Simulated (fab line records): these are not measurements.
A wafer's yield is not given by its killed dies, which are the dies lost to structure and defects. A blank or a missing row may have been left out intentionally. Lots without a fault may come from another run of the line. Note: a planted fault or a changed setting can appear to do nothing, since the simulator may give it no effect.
Shared-tool check | flow ritCmos | 42 wafers sampled across 14 lots

== THE REASON FOR OPENING IT ==
RIT_FOX1_THK_MEAS_01, reading FOX1_OXIDE_THK: flagged on 2 of 14 lots. Wafers without a fault read 348 nm, standard deviation 6.
Rule: a lot gets a flag if all its wafers with a number sit over 4 standard deviations from that mean, or if no wafer of it has a number. The other lots count as sound.

lot  | measured    | on           | FOX1_OXIDE_THK (nm), wafer by wafer | flag
L442 | day 1 16:54 | filmMetro-03 | 360 362 362                         | 
L443 | day 1 22:00 | filmMetro-03 | 342 343 342                         | 
L445 | day 2 09:53 | filmMetro-02 | 338 346 348                         | 
L447 | day 2 17:57 | filmMetro-03 | 349 344 352                         | 
L448 | day 2 23:59 | filmMetro-02 | 357 360 358                         | 
L449 | day 3 04:40 | filmMetro-03 | 342 342 336                         | 
L450 | day 3 10:23 | filmMetro-04 | 342 345 341                         | 
L451 | day 3 13:50 | filmMetro-02 | 354 351 351                         | 
L452 | day 3 19:59 | filmMetro-02 | 350 353 351                         | 
L455 | day 4 10:00 | filmMetro-02 | 340 338 341                         | 
L456 | day 4 15:40 | filmMetro-04 | 354 349 350                         | 
L459 | day 5 05:57 | filmMetro-02 | 356 349 356                         | 
L460 | day 5 10:55 | filmMetro-04 | 432 432 434                         | FLAGGED
L461 | day 5 16:30 | filmMetro-04 | 440 430 439                         | FLAGGED
On average the flagged lots' numbers are 434 nm, which is +86 nm against the usual, or +14 standard deviations.

== TOOL THAT RAN EACH LOT ==
The record keeps 1 process step preceding the reading, out of 202 steps on the route. In each cell: the tool, then ch and the chambers that the sampled wafers went through, then the start.
lot  | flag    | RIT_FOX1_OXIDATION_00
L442 |         | furnace-01 ch 0, day 1 15:34
L443 |         | furnace-02 ch 0, day 1 20:41
L445 |         | furnace-04 ch 0, day 2 08:34
L447 |         | furnace-04 ch 0, day 2 16:38
L448 |         | furnace-02 ch 0, day 2 22:39
L449 |         | furnace-04 ch 0, day 3 03:20
L450 |         | furnace-01 ch 0, day 3 09:03
L451 |         | furnace-01 ch 0, day 3 12:31
L452 |         | furnace-01 ch 0, day 3 18:40
L455 |         | furnace-04 ch 0, day 4 08:41
L456 |         | furnace-01 ch 0, day 4 14:21
L459 |         | furnace-01 ch 0, day 5 04:38
L460 | FLAGGED | furnace-01 ch 0, day 5 09:37
L461 | FLAGGED | furnace-01 ch 0, day 5 15:11
What these steps do:
- RIT_FOX1_OXIDATION_00: target thk 350.7 nm, ox time 1130 s.
- RIT_FOX1_THK_MEAS_01

== FLAGGED AGAINST TOTAL, ONE TOOL AT A TIME (gauges that did the reading follow at the end) ==
step                  | tool         | lots run | flagged | share of the flagged lots | sound lots run after its first flagged lot
RIT_FOX1_OXIDATION_00 | furnace-01   | 8        | 2       | all                       | 0
RIT_FOX1_OXIDATION_00 | furnace-02   | 2        | 0       | none                      | -
RIT_FOX1_OXIDATION_00 | furnace-04   | 4        | 0       | none                      | -
RIT_FOX1_THK_MEAS_01  | filmMetro-02 | 6        | 0       | none                      | -
RIT_FOX1_THK_MEAS_01  | filmMetro-03 | 4        | 0       | none                      | -
RIT_FOX1_THK_MEAS_01  | filmMetro-04 | 4        | 2       | all                       | 0

== WHAT THE TABLE ALLOWS ==
furnace-01 at RIT_FOX1_OXIDATION_00 and filmMetro-04 at RIT_FOX1_THK_MEAS_01 are the 2 rows of the table that ran each flagged lot.
- furnace-01 at RIT_FOX1_OXIDATION_00 ran 8 lots, 2 of them flagged. Its last sound lot is L459 (day 5 04:38), its first flagged lot L460 (day 5 09:37): a fault that began between those two fits.
- filmMetro-04 at RIT_FOX1_THK_MEAS_01 ran 4 lots, 2 of them flagged. Its last sound lot is L456 (day 4 15:40), its first flagged lot L460 (day 5 10:55): a fault that began between those two fits.
Because each of these 2 tools fits a fault that began at some hour, counting lots does not separate them. More lots, or a look at what each step does to the wafer, might.

== WHAT THE SIMULATOR PUT IN ==
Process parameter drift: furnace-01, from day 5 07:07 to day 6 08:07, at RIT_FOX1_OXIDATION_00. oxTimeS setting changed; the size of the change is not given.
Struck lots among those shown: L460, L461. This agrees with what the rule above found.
